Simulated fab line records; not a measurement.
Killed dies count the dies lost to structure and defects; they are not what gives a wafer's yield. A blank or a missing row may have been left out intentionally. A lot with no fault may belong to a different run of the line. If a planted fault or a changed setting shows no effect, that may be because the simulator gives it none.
Which tool is to blame? -- flow berkeley_cmos170 -- Sampling: 14 lots, 42 wafers, 2 of 331 route steps

== WHAT THE GAUGES SHOWED, per wafer ==
UCB170_M2_OVL_MEAS_16.
lot,measured,on,M2_OVL (nm)
L247,day 7 19:07,overlay-01,-3 -4 -2
L246,day 7 19:53,overlay-02,-5 -6 -7
L249,day 8 00:06,overlay-01,-7 -2 0
L248,day 8 00:28,overlay-02,-11 -11 -12
L251,day 8 22:31,overlay-02,-11 -5 -10
L255,day 10 01:30,overlay-01,-8 -7 2
L259,day 10 12:23,overlay-01,8 -2 -1
L261,day 11 02:43,overlay-01,-2 -4 -3
L263,day 11 05:34,overlay-01,-6 -2 -2
L265,day 12 01:49,overlay-02,4 -5 -2
L266,day 12 02:14,overlay-02,-5 -10 -10
L268,day 12 05:26,overlay-01,-4 -5 -8
L267,day 12 14:18,overlay-01,-3 -7 -1
L269,day 13 05:17,overlay-01,-14 -16 -7

UCB170_V2_THK_MEAS_01.
lot,measured,on,V2_TEOS_THK (nm)
L247,day 7 19:47,film_metro-04,2004 2043 2019
L246,day 7 20:43,film_metro-01,2004 2041 2034
L249,day 8 00:44,film_metro-01,1948 2005 2021
L248,day 8 01:07,film_metro-01,1965 2011 2001
L251,day 8 23:10,film_metro-04,1982 1979 2000
L255,day 10 02:10,film_metro-02,1985 1959 1960
L259,day 10 13:02,film_metro-02,1956 2002 2014
L261,day 11 03:22,film_metro-04,1989 1984 1993
L263,day 11 06:12,film_metro-04,2038 2017 2052
L265,day 12 02:28,film_metro-01,1994 1994 2014
L266,day 12 02:53,film_metro-04,1975 1996 1989
L268,day 12 06:05,film_metro-04,1977 2018 2045
L267,day 12 15:02,film_metro-02,2013 2037 2027
L269,day 13 05:56,film_metro-01,1980 1959 2022

== WHAT TOOL EACH LOT RAN ON (gives the tool, then ch and the chambers of the sampled wafers, and finally the start) ==
There is no process step in the record ahead of these readings.

== AS READ BY THE TOOLS THEMSELVES (means over the sampled wafers that have a number; for cases with no such wafer, the mark the record gives instead) ==
The record holds no such reading with a usual standard deviation.

== THE ANSWER, worked out from the rows above alone ==
Rule: what is usual is taken from the lots themselves. Put in order of their means at a reading, lots are off if they are a third of the lots or fewer, leave a main group of 4 or more, and stand apart from it by a gap of 3 or more times the standard deviation of the main group's means; of several such gaps the widest counts. A main group is skipped when, at the precision printed for the reading in the tables above, its means are all equal. Also off: a lot with no number at a reading for which 4 or more lots have one. All remaining lots with rows at the step are treated as sound. After the gauges, taken in route order, come the tools' own readings; for these a lot's mean is taken, as printed above. The first step at which some lot is off is used, and at that step the reading that is off furthest; a lot without a number counts as furthest.
None of the lots is off at any reading shown; this tells nothing.

== WHAT HAD BEEN PUT IN BY THE SIMULATOR ==
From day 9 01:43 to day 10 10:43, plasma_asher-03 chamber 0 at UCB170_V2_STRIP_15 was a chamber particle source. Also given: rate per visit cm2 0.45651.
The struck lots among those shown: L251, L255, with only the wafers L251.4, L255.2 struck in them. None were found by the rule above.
